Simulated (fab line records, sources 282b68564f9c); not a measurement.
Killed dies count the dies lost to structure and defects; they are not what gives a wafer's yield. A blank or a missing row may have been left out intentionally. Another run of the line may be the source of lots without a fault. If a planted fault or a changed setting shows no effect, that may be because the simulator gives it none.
Which tool did it? | flow rit-cmos | 14 lots with 42 wafers sampled at 2 steps, on a route of 202 steps

## WHAT THE GAUGES SHOWED, per wafer
RIT_ACTIVE_THK_MEAS_02.
lot  | measured    | on            | ACTIVE_OXIDE_THK (nm)
L519 | day 1 12:11 | film-metro-03 | 45.7 45.0 45.9
L520 | day 1 17:04 | film-metro-04 | 48.5 48.1 48.5
L522 | day 2 04:13 | film-metro-03 | 49.0 48.3 46.9
L524 | day 2 13:56 | film-metro-03 | 48.2 47.6 46.9
L525 | day 2 18:04 | film-metro-02 | 46.8 46.5 46.0
L527 | day 3 06:05 | film-metro-02 | 45.4 44.8 45.1
L529 | day 3 14:26 | film-metro-03 | 45.7 44.9 44.9
L530 | day 3 20:21 | film-metro-02 | 47.1 48.1 47.7
L531 | day 4 00:41 | film-metro-04 | 47.2 46.7 46.2
L532 | day 4 05:03 | film-metro-03 | 46.8 47.2 47.6
L533 | day 4 13:24 | film-metro-03 | 47.4 47.4 46.7
L535 | day 4 20:03 | film-metro-03 | 47.2 47.1 46.6
L541 | day 6 05:11 | film-metro-03 | 31.7 32.8 31.8
L542 | day 6 10:49 | film-metro-02 | 32.7 33.0 32.9

## EACH LOT AND THE TOOL THAT RAN IT (in order: tool; ch and the chambers of the sampled wafers; start)
lot  | RIT_ACTIVE_OXIDATION_01
L519 | furnace-01 ch 0, day 1 10:15
L520 | furnace-03 ch 0, day 1 15:07
L522 | furnace-03 ch 0, day 2 02:16
L524 | furnace-03 ch 0, day 2 12:01
L525 | furnace-04 ch 0, day 2 16:07
L527 | furnace-04 ch 0, day 3 04:08
L529 | furnace-04 ch 0, day 3 12:29
L530 | furnace-01 ch 0, day 3 18:25
L531 | furnace-01 ch 0, day 3 22:44
L532 | furnace-03 ch 0, day 4 03:07
L533 | furnace-03 ch 0, day 4 11:27
L535 | furnace-03 ch 0, day 4 18:07
L541 | furnace-01 ch 0, day 6 03:14
L542 | furnace-01 ch 0, day 6 08:53
- RIT_ACTIVE_OXIDATION_01: target thk 46.8 nm, ox time 3360 s.

## WHAT THE TOOLS THEMSELVES READ (means of the sampled wafers that have a number; where no wafer has one, the mark that the record gives instead)
RIT_ACTIVE_OXIDATION_01.
lot  | tool       | spike-tc-centre-C (C) | spike-tc-load-C (C) | spike-tc-source-C (C) | tube-center-temp-C (C) | tube_center_temp_C_max | zone-power-centre-pct (%) | zone-power-load-pct (%)
L519 | furnace-01 | 1001.4                | 1027.6              | 1025.6                | 999.97                 | 1002.4                 | 45.2                      | 34.3
L520 | furnace-03 | 1001.7                | 1023.9              | 1024.6                | 1000.03                | 1002.8                 | 45.2                      | 35.5
L522 | furnace-03 | 1003.3                | 1024.3              | 1024.1                | 999.86                 | 1002.5                 | 45.5                      | 35.7
L524 | furnace-03 | 1002.1                | 1023.6              | 1023.3                | 1000.00                | 1002.8                 | 45.3                      | 36.2
L525 | furnace-04 | 1000.7                | 1021.6              | 1022.8                | 999.95                 | 1002.6                 | 46.2                      | 35.3
L527 | furnace-04 | 1001.5                | 1021.1              | 1023.8                | 999.99                 | 1002.6                 | 46.3                      | 35.7
L529 | furnace-04 | 1000.8                | 1019.8              | 1021.7                | 1000.01                | 1002.5                 | 45.6                      | 35.5
L530 | furnace-01 | 1003.4                | 1028.6              | 1025.8                | 999.95                 | 1002.5                 | 45.7                      | 34.5
L531 | furnace-01 | 1002.3                | 1028.4              | 1027.1                | 999.94                 | 1002.5                 | 45.4                      | 34.3
L532 | furnace-03 | 1004.0                | 1023.5              | 1024.5                | 999.99                 | 1002.7                 | 45.0                      | 35.6
L533 | furnace-03 | 1003.7                | 1024.2              | 1025.2                | 999.92                 | 1002.3                 | 45.5                      | 35.6
L535 | furnace-03 | 1004.2                | 1024.2              | 1025.2                | 999.96                 | 1002.1                 | 45.3                      | 35.5
L541 | furnace-01 | 963.1                 | 988.0               | 985.8                 | 959.94                 | 962.6                  | 43.5                      | 31.3
L542 | furnace-01 | 962.6                 | 987.7               | 985.7                 | 959.93                 | 962.8                  | 43.3                      | 31.3

## THE ANSWER, worked out from the rows above alone
Rule: usual is defined by the lots themselves. Put in order of their means at a reading, lots are off if they are a third of the lots or fewer, leave a main group of 4 or more, and stand apart from it by a gap of 3 or more times the standard deviation of the main group's means; of several such gaps the widest counts. A main group whose means are all the same, to the digits that the tables above print for the reading, isn't used. Also off: a lot with no number at a reading for which 4 or more lots have one. Any other lot the step has rows for is counted as sound. After the gauges, taken in route order, come the tools' own readings; for these a lot's mean is taken, as printed above. The first step at which some lot is off is used, and at that step the reading that is off furthest; a lot without a number counts as furthest.
Off: L541, L542, seen at RIT_ACTIVE_THK_MEAS_02 (ACTIVE_OXIDE_THK). The main group has a mean of 46.8 nm with a standard deviation of 1.
A tool fits if, at a process step before that reading, it ran every lot that is off, and no sound lot after the first of them. Not tried: the gauges at RIT_ACTIVE_THK_MEAS_02; whatever is off there is also off at RIT_ACTIVE_OXIDATION_01, on other tools, and gauge error can't account for it. One fits: furnace-01 at RIT_ACTIVE_OXIDATION_01. Its last sound lot is L531 (day 3 22:44), its first lot that is off L541 (day 6 03:14): a fault that began between those two fits.
The tool's own readings at RIT_ACTIVE_OXIDATION_01 bear it out: on the lots that are off they differ by more than 5 times the standard deviation of the sound lots' means. spike-tc-centre-C reads 962.9 C there against 1002.4 C on the sound lots; spike-tc-load-C reads 987.9 C there against 1024.2 C on the sound lots; spike-tc-source-C reads 985.8 C there against 1024.5 C on the sound lots; tube-center-temp-C reads 959.93 C there against 999.96 C on the sound lots; tube_center_temp_C_max reads 962.7 there against 1002.5 on the sound lots; zone-power-centre-pct reads 43.4 % there against 45.5 % on the sound lots; zone-power-load-pct reads 31.3 % there against 35.3 % on the sound lots.

## WHAT HAD BEEN PUT IN BY THE SIMULATOR
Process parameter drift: furnace-01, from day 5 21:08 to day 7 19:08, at RIT_ACTIVE_OXIDATION_01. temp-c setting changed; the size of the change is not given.
Struck lots among those shown: L541, L542. This agrees with what the rule above found.
